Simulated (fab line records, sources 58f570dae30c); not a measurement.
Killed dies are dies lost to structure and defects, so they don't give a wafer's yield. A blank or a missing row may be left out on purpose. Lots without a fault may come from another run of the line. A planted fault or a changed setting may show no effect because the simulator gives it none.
Split-lot experiment | flow berkeley_cmos170 | 5 lots, 23 wafers read, on a route of 331 steps

THE SPLIT
At UCB170_V2_CVD_00 (deposits SiO2 from TEOS/O2, target thk 2000 nm, time 250 s), the setting time_s was moved away from the recipe's 250 s on 5 of the 23 wafers read, by -8.9% to +8.2%. The other wafers ran this setting at the recipe's value.

The file shows no step between the split and the reading.

THE READING
V2_TEOS_THK, in nm, at UCB170_V2_THK_MEAS_01. Fault-free wafers of this fab line usually give 2005 nm, standard deviation 25 nm.

wafer  | tool, chamber at the split | time_s as run, s | against the recipe | V2_TEOS_THK, nm | against lot-mates on the recipe
L075.1 | pecvd-02, 1                | 250              | recipe             | 1984            | -
L075.2 | pecvd-02, 2                | 270.6            | +8.2%              | 2122            | +130
L075.3 | pecvd-02, 0                | 250              | recipe             | 2006            | -
L075.5 | pecvd-02, 2                | 250              | recipe             | 1985            | -
L075.6 | pecvd-02, 1                | 270.6            | +8.2%              | 2162            | +170
L079.1 | pecvd-01, 2                | 227.8            | -8.9%              | 1824            | -184
L079.2 | pecvd-01, 0                | 227.8            | -8.9%              | 1803            | -206
L079.3 | pecvd-01, 1                | 227.8            | -8.9%              | 1821            | -188
L079.5 | pecvd-01, 1                | 250              | recipe             | 2010            | -
L079.6 | pecvd-01, 0                | 250              | recipe             | 2007            | -
L080.1 | pecvd-02, 0                | 250              | recipe             | 1979            | -
L080.3 | pecvd-02, 1                | 250              | recipe             | 1968            | -
L080.4 | pecvd-02, 2                | 250              | recipe             | 2006            | -
L080.5 | pecvd-02, 0                | 250              | recipe             | 1988            | -
L080.6 | pecvd-02, 1                | 250              | recipe             | 2009            | -
L082.2 | pecvd-02, 2                | 250              | recipe             | 1982            | -
L082.3 | pecvd-02, 0                | 250              | recipe             | 1999            | -
L082.6 | pecvd-02, 2                | 250              | recipe             | 1993            | -
L085.1 | pecvd-02, 2                | 250              | recipe             | 2001            | -
L085.2 | pecvd-02, 1,0              | 250              | recipe             | 2013            | -
L085.3 | pecvd-02, 1,0              | 250              | recipe             | 2011            | -
L085.4 | pecvd-02, 1                | 250              | recipe             | 2049            | -
L085.5 | pecvd-02, 0                | 250              | recipe             | 2048            | -
Where a row lists several chambers, the file gives one row for several wafers and doesn't say which wafer went through which chamber.

THE FIT
A straight line over all 23 wafers: V2_TEOS_THK changes by +19.4 nm for each +1% of time_s; r = +0.97; the points scatter about the line by 22 nm.
The same after taking each lot's own level away (the mean of its wafers on the recipe; 23 wafers): +20.3 nm for each +1%; r = +0.98; scatter 16 nm.
On that fit, the largest move of time_s shifts the reading by 1.8e+02 nm.
The lots' own levels span 1990.0 to 2024.4 nm, that is 1.4 times the standard deviation above.
So the lot-to-lot level changes the slope little: the two slopes agree.
Check: with one of the wafers moved furthest among these (-8.9%) left out of the fit, the line predicts -183 nm for it against its lot-mates. It came out at -184 nm against them.

OTHER SPLITS ON THESE WAFERS
These wafers also went through other splits before the reading. Each is held against what the fit with the lots' levels taken away leaves over:
other split on the same wafers           | wafers away from the commonest value | r with V2_TEOS_THK (lot level and that fit taken away)
UCB170_PLDD_PEB_04 peb_temp_c            | 10                                   | -0.05
UCB170_NLDD_IMPLANT_08 energy_kev        | 8                                    | -0.21
UCB170_NSD_PEB_04 peb_temp_c             | 4                                    | -0.23
UCB170_NSD_IMPLANT_08 dose_cm2           | 7                                    | -0.30
UCB170_SILICIDE_SPUTTER_01 time_s        | 10                                   | -0.12
UCB170_CONTACT_STRIP_19 overash_fraction | 7                                    | +0.17
UCB170_V1_CMP_02 leave_above_ref_nm      | 5                                    | +0.02

THE WHOLE CHAIN: every reading that the file lists as answering this split, in the file's order
step                  | what it does                                               | reading                                                                   | change (the file's fit)              | r (the file's)
UCB170_V2_CVD_00      | deposits SiO2 from TEOS/O2, target thk 2000 nm, time 250 s | SiO2_of_V2_CVD_00.thk_nm (the simulator's own value, which no gauge read) | +20.2 nm for each +1% of the setting | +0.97
UCB170_V2_THK_MEAS_01 |                                                            | V2_TEOS_THK                                                               | +20.1 for each +1% of the setting    | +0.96

THE FILE'S OWN FIT
V2_TEOS_THK changes by +20.1 nm for each +1% of time_s, r = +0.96.
